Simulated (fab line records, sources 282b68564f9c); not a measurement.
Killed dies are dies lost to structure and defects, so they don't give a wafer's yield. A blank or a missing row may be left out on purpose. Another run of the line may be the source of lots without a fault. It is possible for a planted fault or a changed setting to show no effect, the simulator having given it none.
Which tool did it?	flow rit-cmos	7 lots, 21 wafers sampled, at 3 steps of a route of 202

== WHAT THE GAUGES READ, wafer by wafer ==
RIT_PWELL_TW_MEAS_10.
lot	measured	on	PWELL_TW
L526	day 2 10:06	film-metro-01	952 954 956
L528	day 2 19:47	film-metro-01	957 962 951
L530	day 3 08:04	film-metro-01	954 952 951
L533	day 4 00:58	film-metro-02	947 939 944
L540	day 5 09:01	film-metro-01	894 891 897
L545	day 6 10:00	film-metro-02	943 941 944
L547	day 6 20:34	film-metro-01	943 951 948

== EACH LOT AND THE TOOL THAT RAN IT (in order: tool; ch and the chambers of the sampled wafers; start) ==
lot	RIT_ACTIVE_STRIP_14	RIT_PWELL_IMPLANT_08
L526	plasma-asher-01 ch 1, day 2 00:53	implanter-04 ch 0, day 2 09:47
L528	plasma-asher-02 ch 0,1, day 2 12:08	implanter-04 ch 0, day 2 19:27
L530	plasma-asher-03 ch 0,1, day 2 20:58	implanter-02 ch 0, day 3 07:44
L533	plasma-asher-02 ch 0, day 3 12:38	implanter-02 ch 0, day 4 00:39
L540	plasma-asher-03 ch 0,1, day 4 22:55	implanter-02 ch 0, day 5 08:41
L545	plasma-asher-01 ch 0,1, day 6 02:16	implanter-04 ch 0, day 6 09:40
L547	plasma-asher-03 ch 0,1, day 6 11:04	implanter-04 ch 0, day 6 20:16
- RIT_ACTIVE_STRIP_14: strips in O2, time 180 s.
- RIT_PWELL_IMPLANT_08

== THE ANSWER, worked out from the rows above alone ==
Rule: the lots themselves supply what counts as usual. The widest of any qualifying gaps counts: lots, ordered by their means at a reading, are off when they make up no more than a third of the lots, leave a main group of 4 or more, and stand apart from it by 3 or more times the standard deviation of that group's means. Not used: any main group whose means are identical at the precision the tables above print for the reading. Also off: a lot with no number at a reading for which 4 or more lots have one. The other lots that the step has rows for count as sound.
Off: at RIT_PWELL_TW_MEAS_10 (PWELL_TW), L540. The main group: mean 949, standard deviation 5.3.
If a tool, at a process step before that reading, ran all the lots that are off and no sound lot after the first of them, it fits. The gauges at RIT_PWELL_TW_MEAS_10 are tried like those tools. One candidate fits, namely implanter-02 at RIT_PWELL_IMPLANT_08. Its last sound lot is L533 (day 4 00:39), its first lot that is off L540 (day 5 08:41): a fault that began between those two fits.

== WHAT WAS PUT IN BY THE SIMULATOR ==
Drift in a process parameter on implanter-02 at RIT_PWELL_IMPLANT_08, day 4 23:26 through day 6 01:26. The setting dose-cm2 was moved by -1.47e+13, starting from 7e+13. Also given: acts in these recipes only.
Struck lots among those shown: L540. Same finding as the rule above.
